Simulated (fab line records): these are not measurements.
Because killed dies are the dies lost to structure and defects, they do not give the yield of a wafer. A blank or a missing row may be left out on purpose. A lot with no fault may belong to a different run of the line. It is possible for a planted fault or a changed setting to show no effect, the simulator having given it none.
fab line records	flow berkeleyCmos170
record: lots: 5	wafers: 23
route steps=331 shown NWELL@24 PWELL@49 ACTIVE@68 FIELD@90 SCREENOX@101 NVT@111 GATE@125 PLDD@153 NLDD@166 PSD@178
startH: start of the lot's first displayed wafer, in hours after the record's first day	waitH: hours elapsed since this lot's preceding step	" same as the row above	L1.1+2: a single row standing in for several wafers	- either no value or no given start	* or withheld: withheld	< > ~ a bound
route shown NAME@n: NAME is a module with steps in the file, n the number in the route of the first one	usual: mean/standard deviation of fault-free wafers	same: alike in all rows	chamber/n: place in a boat	sites: readings site by site	_std_site: the standard deviation of these	_edge_site: mean of outer sites minus mean of inner sites	radiusMm: how far each site lies from the wafer's centre	mask NAME#n: copy n	behind: the most recent tool/chamber to have shaped the wafer	hold: why the lot went on hold/how many hours it stayed there/how the hold came to an end	device: the transistor (n, p or np) that didn't switch	end of line: the route-end tests of the same wafers	for a step that has no rows: nothing shown but its recipe	killed: not the wafer's yield, but the dies lost to structure and defects at the first sort	map: per-die view of a wafer (x killed, . not killed, _ where there is no die)
set.NAME: setting as actually run; set.NAME@STEP: the setting as run at that earlier step	model.NAME: the simulator's own value behind a step, which no gauge read
lots whose settings were changed on purpose; a table a step, a row a wafer
== steps ==
step: UCB170_NWELL_PEB_10
recipe: pebTempC: 130	pebTimeS: withheld	resist: KrF
lot.wafer	tool	chamber	startH	waitH	set.pebTempC
L074.2+5+6	lithoTrack-02	0	39.63	0.1	130
L074.3+4	"	0	"	"	131.3
L078.1+3+4	lithoTrack-03	0	56.51	0.4	126.2
L078.5+6	"	0	"	"	130
L081.1+3+4	lithoTrack-03	0	-	-	130
L084.1+2+3+5+6	lithoTrack-03	0	88.43	0.3	130
L085.1+3	lithoTrack-02	0	95.47	0.4	127.8
L085.4+5+6	"	0	"	"	130
step: UCB170_NWELL_ETCH_13
recipe: chemistry: CH3F/Ar/O2	target: Si3N4	stopOn: SiO2	CH3F_flow_sccm: 20	Ar_flow_sccm: 50	O2_flow_sccm: 7	pressureMtorr: 50	rfW: 450	targetDepthA: 2464	overEtchFrac: 0.1	timeS: 154
lot.wafer	tool	chamber	startH	waitH	set.timeS	set.pebTempC@NWELL_PEB_10	model.NWELL.cdNm	model.KrF_of_NWELL_COAT_07.thkNm
L074.2	rieDiel-02	0	39.91	0.0	159.8	130	3001	715.6
L074.3	"	3	"	"	154	131.3	3008	720.3
L074.4	"	0	"	"	159.8	131.3	3009	711.2
L074.5	"	3	"	"	154	130	3001	721.3
L074.6	"	2	"	"	154	130	3003	719.3
L078.1	rieDiel-02	1	56.82	0.0	154	126.2	2971	720.1
L078.3	"	3	"	"	154	126.2	2973	720.9
L078.4	"	0	"	"	154	126.2	2973	718.4
L078.5	"	2	"	"	154	130	3001	718.1
L078.6	"	1	"	"	154	130	3002	720.3
L081.1	rieDiel-02	1	72.18	0.0	154	130	-	719.2
L081.3	"	2	"	"	154	130	3000	720.7
L081.4	"	3	"	"	154	130	3000	721.7
L084.1	rieDiel-03	2	88.74	0.0	154	130	-	715.2
L084.2	"	0	"	"	154	130	3001	714.3
L084.3	"	3	"	"	154	130	3001	715.6
L084.5	"	1	"	"	154	130	3000	714.3
L084.6	"	2	"	"	154	130	3001	713.2
L085.1	rieDiel-03	0	95.78	0.0	143.9	127.8	2985	726.6
L085.3	"	3	"	"	143.9	127.8	2986	728.2
L085.4	"	2	"	"	154	130	3001	716.8
L085.5	"	2	"	"	154	130	3002	717.5
L085.6	"	3	"	"	143.9	130	3001	729.4
step: UCB170_NWELL_IMPLANT_14
recipe: species: P	doseCm2: 9.764e+12	energyKev: 150	tiltDeg: 7
step: UCB170_NWELL_STRIP_15
recipe: chemistry: O2	powerW: 400	pressureMtorr: 3500	platenTempC: withheld	o2FlowSccm: 400	overashFraction: 0.5
usual: stripTimeToEndpointS: 17.96/0.061
lot.wafer	tool	chamber	startH	waitH	set.timeS@NWELL_ETCH_13	stripTimeToEndpointS
L074.2	plasmaAsher-01	0	40.17	0.1	159.8	17.88
L074.3	"	1	"	"	154	17.99
L074.4	"	0	"	"	159.8	17.76
L074.5	"	1	"	"	154	18.00
L074.6	"	0	"	"	154	17.95
L078.1	plasmaAsher-04	1	57.07	0.1	154	17.99
L078.3	"	1	"	"	154	18.00
L078.4	"	0	"	"	154	17.93
L078.5	"	1	"	"	154	17.94
L078.6	"	0	"	"	154	17.99
L081.1	plasmaAsher-01	1	72.43	0.1	154	17.96
L081.3	"	0	"	"	154	18.00
L081.4	"	1	"	"	154	18.02
L084.1	plasmaAsher-01	0	89.00	0.1	154	17.87
L084.2	"	1	"	"	154	17.84
L084.3	"	1	"	"	154	17.88
L084.5	"	0	"	"	154	17.84
L084.6	"	1	"	"	154	17.80
L085.1	plasmaAsher-01	1	96.03	0.1	143.9	18.16
L085.3	"	0	"	"	143.9	18.18
L085.4	"	1	"	"	154	17.90
L085.5	"	0	"	"	154	17.94
L085.6	"	1	"	"	143.9	18.21
step: UCB170_PWELL_IMPLANT_15
recipe: species: B	doseCm2: 5e+12	energyKev: 60	tiltDeg: 7
lot.wafer	tool	chamber	startH	waitH	set.doseCm2
L074.2+4+6	implanter-04	0	60.13	0.1	5e+12
L074.3+5	"	0	"	"	4.682e+12
L078.1+3+6	implanter-02	0	77.82	0.1	4.788e+12
L078.4+5	"	0	"	"	5e+12
L081.1+3+4	implanter-02	0	92.13	0.1	5e+12
L084.1+6	implanter-03	0	107.60	0.1	5e+12
L084.2+3+5	"	0	"	"	4.632e+12
L085.1+3+5	implanter-03	0	118.80	0.1	4.696e+12
L085.4+6	"	0	"	"	5e+12
step: UCB170_PWELL_STRIP_16
recipe: chemistry: O2	powerW: 400	pressureMtorr: 3500	platenTempC: withheld	o2FlowSccm: 400	overashFraction: 0.5
step: UCB170_PWELL_TW_MEAS_17
usual: PWELL_TW: 378/4
lot.wafer	tool	chamber	startH	waitH	set.doseCm2@PWELL_IMPLANT_15	PWELL_TW
L074.2	filmMetro-01	-	60.37	0.1	5e+12	379
L074.3	"	-	"	"	4.682e+12	371
L074.4	"	-	"	"	5e+12	377
L074.5	"	-	"	"	4.682e+12	374
L074.6	"	-	"	"	5e+12	379
L078.1	filmMetro-04	-	78.07	0.1	4.788e+12	365
L078.3	"	-	"	"	4.788e+12	367
L078.4	"	-	"	"	5e+12	371
L078.5	"	-	"	"	5e+12	371
L078.6	"	-	"	"	4.788e+12	365
L081.1	filmMetro-01	-	92.38	0.1	5e+12	381
L081.3	"	-	"	"	5e+12	383
L081.4	"	-	"	"	5e+12	383
L084.1	filmMetro-01	-	107.85	0.1	5e+12	381
L084.2	"	-	"	"	4.632e+12	367
L084.3	"	-	"	"	4.632e+12	370
L084.5	"	-	"	"	4.632e+12	368
L084.6	"	-	"	"	5e+12	380
L085.1	filmMetro-01	-	119.05	0.1	4.696e+12	370
L085.3	"	-	"	"	4.696e+12	371
L085.4	"	-	"	"	5e+12	378
L085.5	"	-	"	"	4.696e+12	370
L085.6	"	-	"	"	5e+12	378
step: UCB170_ACTIVE_COAT_08
recipe: resist: KrF	spinRpm: 1500	resistThkNm: 900
lot.wafer	tool	chamber	startH	waitH	set.spinRpm	model.KrF_of_ACTIVE_COAT_08.thkNm
L074.2	lithoTrack-01	0	92.52	0.1	1500	902.3
L074.3	"	0	"	"	1500	899.9
L074.4	"	0	"	"	1500	901.5
L074.5	"	0	"	"	1500	902.1
L074.6	"	0	"	"	1500	901.1
L078.1	lithoTrack-04	0	112.05	0.1	1500	900.6
L078.3	"	0	"	"	1500	898
L078.4	"	0	"	"	1500	898.7
L078.5	"	0	"	"	1500	901.3
L078.6	"	0	"	"	1500	901.1
L081.1	lithoTrack-04	0	129.42	0.1	1500	897.9
L081.3	"	0	"	"	1500	902.7
L081.4	"	0	"	"	1500	901.8
L084.1	lithoTrack-02	0	136.94	0.1	1500	899.9
L084.2	"	0	"	"	1500	898.8
L084.3	"	0	"	"	1425	922
L084.5	"	0	"	"	1500	896.5
L084.6	"	0	"	"	1425	922.8
L085.1	lithoTrack-01	0	149.36	0.1	1607	871.4
L085.3	"	0	"	"	1500	900.8
L085.4	"	0	"	"	1607	870.1
L085.5	"	0	"	"	1500	901.5
L085.6	"	0	"	"	1607	869.6
step: UCB170_ACTIVE_SOFTBAKE_09
recipe: resist: KrF	tempC: 130	timeS: 60
step: UCB170_ACTIVE_EXPOSE_10
recipe: maskId: ACTIVE	targetCdNm: 1200	na: 0.5	sigmaOuter: 0.6	sourceShape: conventional	doseMj: 20.2
step: UCB170_ACTIVE_ETCH_15
recipe: chemistry: CH3F/Ar/O2	target: Si3N4	stopOn: SiO2	CH3F_flow_sccm: 20	Ar_flow_sccm: 50	O2_flow_sccm: 7	pressureMtorr: 50	rfW: 450	targetDepthA: 2420	overEtchFrac: 0.1	timeS: 151
step: UCB170_ACTIVE_STRIP_16
recipe: chemistry: O2	powerW: 400	pressureMtorr: 3500	platenTempC: withheld	o2FlowSccm: 400	overashFraction: 0.5
usual: stripTimeToEndpointS: 18.04/0.069
lot.wafer	tool	chamber	startH	waitH	set.spinRpm@ACTIVE_COAT_08	stripTimeToEndpointS
L074.2	plasmaAsher-02	0	93.57	0.1	1500	18.07
L074.3	"	0	"	"	1500	18.07
L074.4	"	1	"	"	1500	18.09
L074.5	"	1	"	"	1500	18.12
L074.6	"	0	"	"	1500	18.06
L078.1	plasmaAsher-03	1	113.24	0.1	1500	18.06
L078.3	"	1	"	"	1500	17.98
L078.4	"	0	"	"	1500	18.03
L078.5	"	0	"	"	1500	18.07
L078.6	"	1	"	"	1500	18.06
L081.1	plasmaAsher-01	0	130.63	0.1	1500	17.97
L081.3	"	1	"	"	1500	18.08
L081.4	"	0	"	"	1500	18.07
L084.1	plasmaAsher-02	1	138.70	0.1	1500	17.99
L084.2	"	0	"	"	1500	18.04
L084.3	"	1	"	"	1425	18.53
L084.5	"	1	"	"	1500	17.92
L084.6	"	0	"	"	1425	18.56
L085.1	plasmaAsher-01	1	150.65	0.1	1607	17.36
L085.3	"	0	"	"	1500	18.09
L085.4	"	1	"	"	1607	17.33
L085.5	"	1	"	"	1500	18.10
L085.6	"	0	"	"	1607	17.35
step: UCB170_FIELD_OXIDATION_01
recipe: tempC: 1000	ambient: H2O	pH2oTorr: 584.62	targetThkA: 5583	oxTimeS: 7200
lot.wafer	tool	chamber	startH	waitH	set.tempC	model.SiO2_of_FIELD_OXIDATION_01.thkNm
L074.2	-	-	-	4.4	1015	606.6
L074.3	"	-	"	"	1015	612.3
L074.4	"	-	"	"	1015	608.5
L074.5	"	-	"	"	1015	603
L074.6	"	-	"	"	1015	611
L078.1	-	-	-	6.7	1012	590.2
L078.3	"	-	"	"	1012	599
L078.4	"	-	"	"	1012	597.8
L078.5	"	-	"	"	1012	591.6
L078.6	"	-	"	"	1012	588
L081.1	furnace-04	0	138.64	3.1	1000	576.9
L081.3	"	0	"	"	1000	568.1
L081.4	"	0	"	"	1000	555.8
L084.1	-	-	-	4.4	979	506.2
L084.2	"	-	"	"	979	512.9
L084.3	"	-	"	"	979	513.9
L084.5	"	-	"	"	979	514.1
L084.6	"	-	"	"	979	513.4
L085.1	-	-	-	3.0	1000	581.4
L085.3	"	-	"	"	1000	576.2
L085.4	"	-	"	"	1000	572.6
L085.5	"	-	"	"	1000	588.2
L085.6	"	-	"	"	1000	583.4
step: UCB170_FIELD_THK_MEAS_02
recipe: reads: SiO2_of_FIELD_OXIDATION_01
usual: FIELD_OXIDE_THK: 568/11
lot.wafer	tool	chamber	startH	waitH	set.tempC@FIELD_OXIDATION_01	FIELD_OXIDE_THK[nm]
L074.2	filmMetro-04	-	-	-	1015	606
L074.3	"	-	"	"	1015	612
L074.4	"	-	"	"	1015	608
L074.5	"	-	"	"	1015	603
L074.6	"	-	"	"	1015	611
L078.1	filmMetro-04	-	-	-	1012	590
L078.3	"	-	"	"	1012	599
L078.4	"	-	"	"	1012	598
L078.5	"	-	"	"	1012	592
L078.6	"	-	"	"	1012	588
L081.1	filmMetro-02	-	141.64	0.0	1000	577
L081.3	"	-	"	"	1000	568
L081.4	"	-	"	"	1000	556
L084.1	filmMetro-04	-	-	-	979	506
L084.2	"	-	"	"	979	513
L084.3	"	-	"	"	979	514
L084.5	"	-	"	"	979	514
L084.6	"	-	"	"	979	513
L085.1	filmMetro-02	-	-	-	1000	582
L085.3	"	-	"	"	1000	577
L085.4	"	-	"	"	1000	573
L085.5	"	-	"	"	1000	588
L085.6	"	-	"	"	1000	583
step: UCB170_FIELD_ANNEAL_03
recipe: tempC: 1000	timeS: 1200	ambient: N2
step: UCB170_FIELD_WET_ETCH_04
recipe: chemistry: dHF	dilution: 10:1	target: SiO2	tempC: 25	timeS: 60
step: UCB170_FIELD_WET_ETCH_05
recipe: chemistry: H3PO4	target: Si3N4	tempC: 160	timeS: 12600
step: UCB170_FIELD_WET_ETCH_06
recipe: chemistry: BOE	dilution: 5:1	target: SiO2	tempC: 25	timeS: 22
step: UCB170_FIELD_THK_MEAS_90
recipe: reads: SiO2_of_FIELD_OXIDATION_01
usual: FIELD_OXIDE_LEFT_1_THK: 451/11
lot.wafer	tool	chamber	startH	waitH	set.tempC@FIELD_OXIDATION_01	FIELD_OXIDE_LEFT_1_THK[nm]
L074.2	filmMetro-04	-	114.72	0.0	1015	492
L074.3	"	-	"	"	1015	497
L074.4	"	-	"	"	1015	493
L074.5	"	-	"	"	1015	488
L074.6	"	-	"	"	1015	496
L078.1	filmMetro-01	-	135.69	0.0	1012	472
L078.3	"	-	"	"	1012	481
L078.4	"	-	"	"	1012	480
L078.5	"	-	"	"	1012	474
L078.6	"	-	"	"	1012	471
L081.1	filmMetro-04	-	150.24	0.0	1000	460
L081.3	"	-	"	"	1000	451
L081.4	"	-	"	"	1000	439
L084.1	filmMetro-04	-	160.42	0.0	979	389
L084.2	"	-	"	"	979	396
L084.3	"	-	"	"	979	397
L084.5	"	-	"	"	979	397
L084.6	"	-	"	"	979	396
L085.1	filmMetro-02	-	170.69	0.0	1000	464
L085.3	"	-	"	"	1000	460
L085.4	"	-	"	"	1000	456
L085.5	"	-	"	"	1000	471
L085.6	"	-	"	"	1000	466
step: UCB170_SCREENOX_OXIDATION_01
recipe: tempC: 900	ambient: O2	targetThkA: 144	oxTimeS: 2400
lot.wafer	tool	chamber	startH	waitH	set.oxTimeS	model.SiO2_of_SCREENOX_OXIDATION_01.thkNm
L074.2	-	-	-	3.6	2637	15.37
L074.3	"	-	"	"	2637	15.03
L074.4	"	-	"	"	2637	14.92
L074.5	"	-	"	"	2637	15.22
L074.6	"	-	"	"	2637	15.51
L078.1	-	-	-	3.3	2504	15.02
L078.3	"	-	"	"	2504	14.78
L078.4	"	-	"	"	2504	14.87
L078.5	"	-	"	"	2504	14.84
L078.6	"	-	"	"	2504	14.77
L081.1	furnace-01	0	159.12	2.8	2400	14.14
L081.3	"	0	"	"	2400	14.23
L081.4	"	0	"	"	2400	14.21
L084.1	-	-	-	5.1	2648	15.43
L084.2	"	-	"	"	2648	15.08
L084.3	"	-	"	"	2648	15.38
L084.5	"	-	"	"	2648	15.44
L084.6	"	-	"	"	2648	15.68
L085.1	-	-	-	5.3	2400	14.02
L085.3	"	-	"	"	2400	13.82
L085.4	"	-	"	"	2400	13.79
L085.5	"	-	"	"	2400	13.87
L085.6	"	-	"	"	2400	13.55
step: UCB170_NVT_IMPLANT_07
recipe: species: BF2	doseCm2: 3e+12	energyKev: 50	tiltDeg: 7
lot.wafer	tool	chamber	startH	waitH	set.tiltDeg
L074.2+4+5	implanter-04	0	135.32	0.0	6.669
L074.3+6	"	0	"	"	7
L078.1+3+4+5+6	implanter-02	0	155.44	0.0	7
L081.1+3+4	implanter-02	0	167.92	0.0	7
L084.1+2+6	implanter-02	0	181.69	0.0	7
L084.3+5	"	0	"	"	6.467
L085.1+3+4+5+6	implanter-04	0	192.61	0.0	7
step: UCB170_NVT_STRIP_08
recipe: chemistry: O2	powerW: 400	pressureMtorr: 3500	platenTempC: withheld	o2FlowSccm: 400	overashFraction: 0.5
step: UCB170_GATE_WET_ETCH_00
recipe: chemistry: dHF	dilution: 25:1	target: SiO2	tempC: 25	timeS: 200
step: UCB170_FIELD_THK_MEAS_91
recipe: reads: SiO2_of_FIELD_OXIDATION_01
usual: FIELD_OXIDE_LEFT_2_THK: 362/11
lot.wafer	tool	chamber	startH	waitH	set.tempC@FIELD_OXIDATION_01	FIELD_OXIDE_LEFT_2_THK[nm]
L074.2	filmMetro-02	-	-	-	1015	408
L074.3	"	-	"	"	1015	414
L074.4	"	-	"	"	1015	410
L074.5	"	-	"	"	1015	405
L074.6	"	-	"	"	1015	412
L078.1	filmMetro-01	-	-	-	1012	388
L078.3	"	-	"	"	1012	396
L078.4	"	-	"	"	1012	395
L078.5	"	-	"	"	1012	389
L078.6	"	-	"	"	1012	386
L081.1	filmMetro-02	-	170.16	0.0	1000	373
L081.3	"	-	"	"	1000	364
L081.4	"	-	"	"	1000	351
L084.1	filmMetro-04	-	-	-	979	301
L084.2	"	-	"	"	979	307
L084.3	"	-	"	"	979	308
L084.5	"	-	"	"	979	309
L084.6	"	-	"	"	979	308
L085.1	filmMetro-04	-	-	-	1000	375
L085.3	"	-	"	"	1000	371
L085.4	"	-	"	"	1000	367
L085.5	"	-	"	"	1000	382
L085.6	"	-	"	"	1000	378
step: UCB170_PLDD_IMPLANT_08
recipe: species: BF2	doseCm2: 5e+13	energyKev: 10	tiltDeg: 7	rotationDeg: 0
lot.wafer	tool	chamber	startH	waitH	set.energyKev	model.implant.rpNm	model.implant.drpNm
L074.2+3+5	implanter-03	0	156.79	0.0	10	9.996	6.005
L074.4+6	"	0	"	"	9.601	9.694	5.837
L078.1+5+6	implanter-03	0	175.08	0.0	10	10.23	6.005
L078.3+4	"	0	"	"	9.658	9.966	5.861
L081.1+3+4	implanter-02	0	186.43	0.0	10	9.903	6.005
L084.1+2	implanter-02	0	204.38	0.0	10	10.19	6.005
L084.3+5+6	"	0	"	"	10.33	10.44	6.141
L085.1+4+5	implanter-04	0	212.82	0.0	10	9.944	6.005
L085.3+6	"	0	"	"	10.44	10.27	6.187
step: UCB170_NLDD_IMPLANT_08
recipe: species: As	doseCm2: 5e+13	energyKev: 30	tiltDeg: 7	rotationDeg: 0
lot.wafer	tool	chamber	startH	waitH	set.energyKev	model.implant.rpNm	model.implant.drpNm
L074.2+4	implanter-01	0	158.96	0.0	30	20.74	9.611
L074.3+5+6	"	0	"	"	28.82	20.12	9.335
L078.1+5	implanter-02	0	177.29	0.0	30	22.24	9.611
L078.3+4+6	"	0	"	"	29.42	21.91	9.475
L081.1+3+4	implanter-01	0	188.93	0.0	30	21.1	9.611
L084.1+2+3+5+6	implanter-03	0	206.62	0.0	30	20.95	9.611
L085.1+4	implanter-02	0	215.00	0.0	30	21.46	9.611
L085.3+5+6	"	0	"	"	28.27	20.52	9.206
step: UCB170_PSD_EXPOSE_03
recipe: maskId: PSELECT_MOD	na: 0.5	sigmaOuter: 0.6	sourceShape: conventional	targetCdNm: 1200	doseMj: 30
lot.wafer	tool	chamber	startH	waitH	mask	set.doseMj
L074.2+5	krfScanner-01	0	165.15	0.2	PSELECT_MOD#0	31.52
L074.3+4+6	"	0	"	"	PSELECT_MOD#0	30
L078.1+3+4	krfScanner-01	0	185.43	0.3	PSELECT_MOD#0	31.33
L078.5+6	"	0	"	"	PSELECT_MOD#0	30
L081.1+3+4	krfScanner-01	0	198.46	0.2	PSELECT_MOD#0	30
L084.1+6	krfScanner-01	0	212.84	0.1	PSELECT_MOD#0	30
L084.2+3+5	"	0	"	"	PSELECT_MOD#0	28.82
L085.1+3+5	krfScanner-02	0	223.50	0.1	PSELECT_MOD#0	31.31
L085.4+6	"	0	"	"	PSELECT_MOD#0	30
step: UCB170_PSD_PEB_04
recipe: pebTempC: 130	pebTimeS: withheld	resist: KrF
step: UCB170_PSD_DEVELOP_05
recipe: developer: TMAH	developTimeS: 45	resist: KrF	devTempC: 21
step: UCB170_PSD_CD_MEAS_06
recipe: targetCdNm: 1200
usual: cdNm: 1199.5/1.1
lot.wafer	tool	chamber	startH	waitH	set.doseMj@PSD_EXPOSE_03	cdNm
L074.2	cdSem-01	-	165.54	-	31.52	1209.5
L074.3	"	-	"	"	30	1199.3
L074.4	"	-	"	"	30	1199.7
L074.5	"	-	"	"	31.52	1208.8
L074.6	"	-	"	"	30	1199.1
L078.1	cdSem-01	-	186.04	-	31.33	1206.8
L078.3	"	-	"	"	31.33	1206.3
L078.4	"	-	"	"	31.33	1205.7
L078.5	"	-	"	"	30	1199.7
L078.6	"	-	"	"	30	1200.1
L081.1	cdSem-02	-	198.90	-	30	1196.5
L081.3	"	-	"	"	30	1197.6
L081.4	"	-	"	"	30	1197.0
L084.1	cdSem-01	-	213.51	-	30	1201.8
L084.2	"	-	"	"	28.82	1193.6
L084.3	"	-	"	"	28.82	1194.2
L084.5	"	-	"	"	28.82	1192.5
L084.6	"	-	"	"	30	1201.3
L085.1	cdSem-02	-	224.00	-	31.31	1208.2
L085.3	"	-	"	"	31.31	1208.5
L085.4	"	-	"	"	30	1198.8
L085.5	"	-	"	"	31.31	1208.3
L085.6	"	-	"	"	30	1201.7
== key ==
split: step: UCB170_NWELL_PEB_10	setting: pebTempC	stated: 130	by: wafer
response: step: UCB170_NWELL_ETCH_13	reading: model.NWELL.cdNm	change: +9.56	per: 1%	r: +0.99
split: step: UCB170_NWELL_ETCH_13	setting: timeS	stated: 154	by: wafer
response: step: UCB170_NWELL_ETCH_13	reading: model.KrF_of_NWELL_COAT_07.thkNm	change: -1.7	per: 1%	r: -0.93
response: step: UCB170_NWELL_STRIP_15	reading: stripTimeToEndpointS	change: *	per: 1%	r: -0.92
split: step: UCB170_PWELL_IMPLANT_15	setting: doseCm2	stated: 5e+12	by: wafer
response: step: UCB170_PWELL_TW_MEAS_17	reading: PWELL_TW	change: +1.31	per: 1%	r: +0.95
split: step: UCB170_ACTIVE_COAT_08	setting: spinRpm	stated: 1500	by: wafer
response: step: UCB170_ACTIVE_COAT_08	reading: model.KrF_of_ACTIVE_COAT_08.thkNm	change: -4.47	per: 1%	r: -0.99
response: step: UCB170_ACTIVE_STRIP_16	reading: stripTimeToEndpointS	change: *	per: 1%	r: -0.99
split: step: UCB170_FIELD_OXIDATION_01	setting: tempC	stated: 1000	by: lot
response: step: UCB170_FIELD_OXIDATION_01	reading: model.SiO2_of_FIELD_OXIDATION_01.thkNm	change: +25.6	per: 1%	r: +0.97
response: step: UCB170_FIELD_THK_MEAS_02	reading: FIELD_OXIDE_THK	change: +25.6	per: 1%	r: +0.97
response: step: UCB170_FIELD_THK_MEAS_90	reading: FIELD_OXIDE_LEFT_1_THK	change: +25.9	per: 1%	r: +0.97
response: step: UCB170_FIELD_THK_MEAS_91	reading: FIELD_OXIDE_LEFT_2_THK	change: +27.2	per: 1%	r: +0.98
split: step: UCB170_SCREENOX_OXIDATION_01	setting: oxTimeS	stated: 2400	by: lot
response: step: UCB170_SCREENOX_OXIDATION_01	reading: model.SiO2_of_SCREENOX_OXIDATION_01.thkNm	change: +0.131	per: 1%	r: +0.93
split: step: UCB170_NVT_IMPLANT_07	setting: tiltDeg	stated: 7	by: wafer
response none clear
split: step: UCB170_PLDD_IMPLANT_08	setting: energyKev	stated: 10	by: wafer
response: step: UCB170_PLDD_IMPLANT_08	reading: model.implant.rpNm	change: +0.0757	per: 1%	r: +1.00
response: step: UCB170_PLDD_IMPLANT_08	reading: model.implant.drpNm	change: +0.0416	per: 1%	r: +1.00
split: step: UCB170_NLDD_IMPLANT_08	setting: energyKev	stated: 30	by: wafer
response: step: UCB170_NLDD_IMPLANT_08	reading: model.implant.rpNm	change: +0.163	per: 1%	r: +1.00
response: step: UCB170_NLDD_IMPLANT_08	reading: model.implant.drpNm	change: +0.0702	per: 1%	r: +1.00
split: step: UCB170_PSD_EXPOSE_03	setting: doseMj	stated: 30	by: wafer
response: step: UCB170_PSD_CD_MEAS_06	reading: cdNm	change: +1.81	per: 1%	r: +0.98
